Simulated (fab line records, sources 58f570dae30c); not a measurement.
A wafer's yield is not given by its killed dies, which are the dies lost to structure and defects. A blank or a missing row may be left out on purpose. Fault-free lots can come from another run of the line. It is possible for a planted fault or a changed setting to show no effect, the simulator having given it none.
What tool caused it? :: flow berkeley cmos170 :: Sampling: 14 lots, 42 wafers, 3 of 331 route steps

## WHAT THE GAUGES READ, wafer by wafer
UCB170_M3_CD_MEAS_90 targets a cd of 700 nm. Usual: cd nm at 699 nm, with a standard deviation of 3.6.
lot: L625
measured: day 9 03:11
on: cd sem-02
cd nm (nm): 699 697 696
flag: 

lot: L629
measured: day 9 15:41
on: cd sem-01
cd nm (nm): 699 698 700
flag: 

lot: L627
measured: day 9 16:53
on: cd sem-01
cd nm (nm): - - -
flag: OFF

lot: L626
measured: day 9 17:52
on: cd sem-02
cd nm (nm): - - -
flag: OFF

lot: L638
measured: day 11 14:29
on: cd sem-02
cd nm (nm): 699 705 698
flag: 

lot: L639
measured: day 11 17:46
on: cd sem-01
cd nm (nm): 703 699 697
flag: 

lot: L640
measured: day 12 06:01
on: cd sem-01
cd nm (nm): 700 700 702
flag: 

lot: L643
measured: day 12 16:17
on: cd sem-02
cd nm (nm): 702 702 704
flag: 

lot: L641
measured: day 12 16:31
on: cd sem-01
cd nm (nm): 695 697 694
flag: 

lot: L642
measured: day 12 22:02
on: cd sem-01
cd nm (nm): 694 696 700
flag: 

lot: L644
measured: day 13 12:26
on: cd sem-02
cd nm (nm): 703 699 697
flag: 

lot: L647
measured: day 14 02:46
on: cd sem-01
cd nm (nm): 695 702 696
flag: 

lot: L646
measured: day 14 02:52
on: cd sem-02
cd nm (nm): 702 696 701
flag: 

lot: L648
measured: day 14 15:04
on: cd sem-01
cd nm (nm): 698 699 698
flag: 

## WHAT TOOL EACH LOT RAN ON (gives the tool, then ch and the chambers of the sampled wafers, and finally the start)
lot: L625
UCB170_M3_METAL_ETCH_18: rie metal-03 ch 0,1, day 9 02:56
UCB170_M3_STRIP_19: plasma asher-04 ch 0,1, day 9 03:05

lot: L629
UCB170_M3_METAL_ETCH_18: rie metal-02 ch 0,1, day 9 15:24
UCB170_M3_STRIP_19: plasma asher-02 ch 0,1, day 9 15:35

lot: L627
UCB170_M3_METAL_ETCH_18: rie metal-03 ch 0,1, day 9 16:35
UCB170_M3_STRIP_19: plasma asher-02 ch 0,1, day 9 16:47

lot: L626
UCB170_M3_METAL_ETCH_18: rie metal-01 ch 0, day 9 17:25
UCB170_M3_STRIP_19: plasma asher-01 ch 0,1, day 9 17:44

lot: L638
UCB170_M3_METAL_ETCH_18: rie metal-02 ch 0,1, day 11 14:12
UCB170_M3_STRIP_19: plasma asher-02 ch 0,1, day 11 14:23

lot: L639
UCB170_M3_METAL_ETCH_18: rie metal-01 ch 0,1, day 11 17:29
UCB170_M3_STRIP_19: plasma asher-01 ch 0,1, day 11 17:38

lot: L640
UCB170_M3_METAL_ETCH_18: rie metal-03 ch 1, day 12 05:43
UCB170_M3_STRIP_19: plasma asher-02 ch 0,1, day 12 05:55

lot: L643
UCB170_M3_METAL_ETCH_18: rie metal-01 ch 0,1, day 12 15:53
UCB170_M3_STRIP_19: plasma asher-02 ch 0,1, day 12 16:04

lot: L641
UCB170_M3_METAL_ETCH_18: rie metal-02 ch 1, day 12 16:14
UCB170_M3_STRIP_19: plasma asher-01 ch 0,1, day 12 16:25

lot: L642
UCB170_M3_METAL_ETCH_18: rie metal-03 ch 0,1, day 12 21:44
UCB170_M3_STRIP_19: plasma asher-01 ch 1, day 12 21:55

lot: L644
UCB170_M3_METAL_ETCH_18: rie metal-03 ch 0,1, day 13 12:11
UCB170_M3_STRIP_19: plasma asher-04 ch 0,1, day 13 12:20

lot: L647
UCB170_M3_METAL_ETCH_18: rie metal-03 ch 0,1, day 14 02:29
UCB170_M3_STRIP_19: plasma asher-02 ch 0,1, day 14 02:40

lot: L646
UCB170_M3_METAL_ETCH_18: rie metal-01 ch 0,1, day 14 02:33
UCB170_M3_STRIP_19: plasma asher-01 ch 0,1, day 14 02:44

lot: L648
UCB170_M3_METAL_ETCH_18: rie metal-01 ch 0,1, day 14 14:46
UCB170_M3_STRIP_19: plasma asher-01 ch 0,1, day 14 14:58
- UCB170_M3_METAL_ETCH_18: etches Al in Cl2/BCl3, stops on SiO2, target depth 1170 nm, time 195 s.
- UCB170_M3_STRIP_19: strips in O2.

## WHAT THE TOOLS THEMSELVES READ (means of the sampled wafers that have a number; where no wafer has one, the mark that the record gives instead)
UCB170_M3_METAL_ETCH_18. Usual: bcl3 flow sccm is 44.99 sccm with standard deviation 0.12, bias w is 120.0 W with standard deviation 0.39, drypump motor current A is 5.9 A with standard deviation 0.35, he backside leak sccm is 3.31 sccm with standard deviation 0.3, oes product au is 0.854 a.u. with standard deviation 0.01, rf fwd power W is 598.3 W with standard deviation 1.9, and throttle valve pct is 24.40 % with standard deviation 0.21.
lot: L625
tool: rie metal-03
bcl3 flow sccm (sccm): 44.97
bias w (W): 119.9
drypump motor current A (A): 5.8
he backside leak sccm (sccm): 3.22
oes product au (a.u.): 0.861
rf fwd power W (W): 600.0
throttle valve pct (%): 24.53
flag: 

lot: L629
tool: rie metal-02
bcl3 flow sccm (sccm): 45.00
bias w (W): 119.8
drypump motor current A (A): 5.5
he backside leak sccm (sccm): 3.33
oes product au (a.u.): 0.848
rf fwd power W (W): 597.3
throttle valve pct (%): 24.61
flag: 

lot: L627
tool: rie metal-03
bcl3 flow sccm (sccm): -
bias w (W): -
drypump motor current A (A): -
he backside leak sccm (sccm): -
oes product au (a.u.): -
rf fwd power W (W): -
throttle valve pct (%): -
flag: OFF

lot: L626
tool: rie metal-01
bcl3 flow sccm (sccm): -
bias w (W): -
drypump motor current A (A): -
he backside leak sccm (sccm): -
oes product au (a.u.): -
rf fwd power W (W): -
throttle valve pct (%): -
flag: OFF

lot: L638
tool: rie metal-02
bcl3 flow sccm (sccm): 44.88
bias w (W): 120.0
drypump motor current A (A): 6.0
he backside leak sccm (sccm): 3.25
oes product au (a.u.): 0.846
rf fwd power W (W): 597.3
throttle valve pct (%): 24.44
flag: 

lot: L639
tool: rie metal-01
bcl3 flow sccm (sccm): 44.93
bias w (W): 120.0
drypump motor current A (A): 6.0
he backside leak sccm (sccm): 3.50
oes product au (a.u.): 0.861
rf fwd power W (W): 596.9
throttle valve pct (%): 24.17
flag: 

lot: L640
tool: rie metal-03
bcl3 flow sccm (sccm): 45.01
bias w (W): 120.7
drypump motor current A (A): 5.7
he backside leak sccm (sccm): 3.33
oes product au (a.u.): 0.863
rf fwd power W (W): 598.4
throttle valve pct (%): 24.49
flag: 

lot: L643
tool: rie metal-01
bcl3 flow sccm (sccm): 44.87
bias w (W): 119.9
drypump motor current A (A): 6.1
he backside leak sccm (sccm): 3.36
oes product au (a.u.): 0.853
rf fwd power W (W): 597.0
throttle valve pct (%): 24.18
flag: 

lot: L641
tool: rie metal-02
bcl3 flow sccm (sccm): 45.01
bias w (W): 120.0
drypump motor current A (A): 6.4
he backside leak sccm (sccm): 3.06
oes product au (a.u.): 0.848
rf fwd power W (W): 600.6
throttle valve pct (%): 24.25
flag: 

lot: L642
tool: rie metal-03
bcl3 flow sccm (sccm): 45.02
bias w (W): 119.6
drypump motor current A (A): 5.8
he backside leak sccm (sccm): 3.22
oes product au (a.u.): 0.849
rf fwd power W (W): 597.5
throttle valve pct (%): 24.53
flag: 

lot: L644
tool: rie metal-03
bcl3 flow sccm (sccm): 45.00
bias w (W): 119.8
drypump motor current A (A): 5.7
he backside leak sccm (sccm): 3.30
oes product au (a.u.): 0.847
rf fwd power W (W): 600.0
throttle valve pct (%): 24.53
flag: 

lot: L647
tool: rie metal-03
bcl3 flow sccm (sccm): 45.21
bias w (W): 120.5
drypump motor current A (A): 5.7
he backside leak sccm (sccm): 4.05
oes product au (a.u.): 0.856
rf fwd power W (W): 599.0
throttle valve pct (%): 24.52
flag: 

lot: L646
tool: rie metal-01
bcl3 flow sccm (sccm): 45.01
bias w (W): 120.6
drypump motor current A (A): 6.0
he backside leak sccm (sccm): 3.27
oes product au (a.u.): 0.869
rf fwd power W (W): 597.3
throttle valve pct (%): 24.18
flag: 

lot: L648
tool: rie metal-01
bcl3 flow sccm (sccm): 44.96
bias w (W): 119.7
drypump motor current A (A): 6.0
he backside leak sccm (sccm): 3.24
oes product au (a.u.): 0.866
rf fwd power W (W): 597.7
throttle valve pct (%): 24.18
flag: 

UCB170_M3_STRIP_19. Usual: drypump motor current A 5.5 A, standard deviation 0.46; oes product au 0.542 a.u., standard deviation 0.019.
lot: L625
tool: plasma asher-04
drypump motor current A (A): 5.2
oes product au (a.u.): 0.521
flag: 

lot: L629
tool: plasma asher-02
drypump motor current A (A): 5.5
oes product au (a.u.): 0.541
flag: 

lot: L627
tool: plasma asher-02
drypump motor current A (A): 5.8
oes product au (a.u.): 0.732
flag: OFF

lot: L626
tool: plasma asher-01
drypump motor current A (A): 5.6
oes product au (a.u.): 0.723
flag: OFF

lot: L638
tool: plasma asher-02
drypump motor current A (A): 5.8
oes product au (a.u.): 0.528
flag: 

lot: L639
tool: plasma asher-01
drypump motor current A (A): 5.9
oes product au (a.u.): 0.553
flag: 

lot: L640
tool: plasma asher-02
drypump motor current A (A): 5.8
oes product au (a.u.): 0.540
flag: 

lot: L643
tool: plasma asher-02
drypump motor current A (A): 5.8
oes product au (a.u.): 0.563
flag: 

lot: L641
tool: plasma asher-01
drypump motor current A (A): 5.8
oes product au (a.u.): 0.513
flag: 

lot: L642
tool: plasma asher-01
drypump motor current A (A): 6.2
oes product au (a.u.): 0.529
flag: 

lot: L644
tool: plasma asher-04
drypump motor current A (A): 5.1
oes product au (a.u.): 0.527
flag: 

lot: L647
tool: plasma asher-02
drypump motor current A (A): 5.5
oes product au (a.u.): 0.542
flag: 

lot: L646
tool: plasma asher-01
drypump motor current A (A): 5.9
oes product au (a.u.): 0.558
flag: 

lot: L648
tool: plasma asher-01
drypump motor current A (A): 5.6
oes product au (a.u.): 0.560
flag: 

## THE ANSWER, worked out from the rows above alone
Rule: take the mean of a lot's wafers that have a number; if it is more than 3 standard deviations from the usual mean, the lot is off. Also off: a lot with no number at a reading for which 4 or more lots have one. Where the step has rows for the other lots, those lots are counted as sound. Order of review: gauges by route order, followed by the tools' own readings, for which a lot's mean as printed above is used. The first step at which some lot is off is used, and at that step the reading that is off furthest; a lot without a number counts as furthest.
Off at UCB170_M3_CD_MEAS_90 (cd nm): L627, L626. Without a number there: L627, L626.
If a tool, at a process step before that reading, ran all the lots that are off and no sound lot after the first of them, it fits. The gauges at UCB170_M3_CD_MEAS_90 aren't tried: what is off there is off at UCB170_M3_METAL_ETCH_18 too, on other tools, and a gauge's error can't cause that. Of those tried, none fits.

## WHAT HAD BEEN PUT IN BY THE SIMULATOR
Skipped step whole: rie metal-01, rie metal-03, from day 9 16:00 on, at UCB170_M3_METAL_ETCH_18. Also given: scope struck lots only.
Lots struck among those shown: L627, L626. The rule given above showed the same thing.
